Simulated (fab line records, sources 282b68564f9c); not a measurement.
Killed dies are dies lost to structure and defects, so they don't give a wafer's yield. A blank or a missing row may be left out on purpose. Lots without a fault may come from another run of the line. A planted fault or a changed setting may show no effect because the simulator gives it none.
Problem report in the 8D (eight disciplines) form, filled by code | flow rit_cmos | the parts of the form that need people (team, actions taken, sign-off) are left out

1. THE PROBLEM
GATE_POLY_THK at RIT_GATE_THK_MEAS_09 reads a mean of 199.3 nm on 9 wafers of 3 lots; wafers without a fault read 249.4 nm with a standard deviation of 2.3. That is -22 standard deviations from the usual mean.
First seen on wafer L569.3, day 6 06:13, on film_metro-04. The record holds 45 wafers of 15 lots with a number at this step. Rule for "out", or "out of limits": more than 4 standard deviations from the usual mean. The other wafers with a number count as sound.

2. WHAT IT IS AND WHAT IT IS NOT
question                    | is                           | is not
which readings at this step | GATE_POLY_THK                | -
which lots                  | L569, L570, L571             | L552, L553, L554, L555, L556, L557, L558, L559, L560, L561, L562, L563
which wafers of those lots  | all that have a number       | -
read on which gauges        | film_metro-01, film_metro-04 | film_metro-03
when                        | from day 6 06:13             | up to then (36 sound wafers)

3. SUSPECTS, AND WHAT RULES EACH OUT
Counting: a tool at a process step up to the reading stays a suspect if it ran every lot that is out and no sound lot after the first of them.
- the gauge at RIT_GATE_THK_MEAS_09: ruled out. The wafers that are out were read on 2 gauges (film_metro-01, film_metro-04).
- lpcvd-02 at RIT_GATE_CVD_08 (deposits poly-Si from SiH4, target thk 250 nm, time 2220 s): kept. It ran every lot that is out, first L569 (day 6 04:35), and no sound lot after that; its last sound lot up to then is L563 (day 5 04:01). Its own readings are out on those wafers: sih4_flow_sccm.
Left after counting: lpcvd-02 at RIT_GATE_CVD_08.

4. THE CAUSE (what the simulator had put in)
Process parameter drift: lpcvd-02, from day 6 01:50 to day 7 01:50, at RIT_GATE_CVD_08. Setting sih4_flow_sccm, moved by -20, from 100.
Counting left only this tool.

5. THE CHAIN OF EFFECTS, in route order
Each row: a reading whose mean over the struck wafers that have a number lies more than 3 standard deviations from the usual. Only readings for which the record gives a usual standard deviation are gone through. hours: the time from each lot's start at the first step in this table that gives one to its start at this step, as a median over the lots. sigmas: the change in usual standard deviations.
hours | step                 | reading        | usual      | on struck wafers | change | sigmas
0     | RIT_GATE_CVD_08      | sih4_flow_sccm | 99.91 sccm | 80.18            | -19.73 | -79
2     | RIT_GATE_THK_MEAS_09 | GATE_POLY_THK  | 249.4 nm   | 199.3            | -50.1  | -22
4     | RIT_GATE_ETCH_19     | oes_product_au | 0.840 a.u. | 0.724            | -0.116 | -11
The process steps in it:
- RIT_GATE_CVD_08: deposits poly-Si from SiH4, target thk 250 nm, time 2220 s.
- RIT_GATE_ETCH_19: etches poly-Si in SF6/CHF3/O2, stops on SiO2, time 165 s, target depth 312.5 nm.

6. WHAT WOULD HAVE CAUGHT IT SOONER
In this record the first reading out of limits at a measuring or inspecting step was taken at day 6 06:13, 4 hours after the fault began at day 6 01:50.
The tool's own readings at RIT_GATE_CVD_08 were out on every struck wafer that the step has a row for (sih4_flow_sccm): an alarm limit on them would have fired on the first of those.
Of the lots that are out (3), L570, L571 began RIT_GATE_CVD_08 on lpcvd-02 after day 6 06:13. A hold on the tool at that time would have spared those 2.
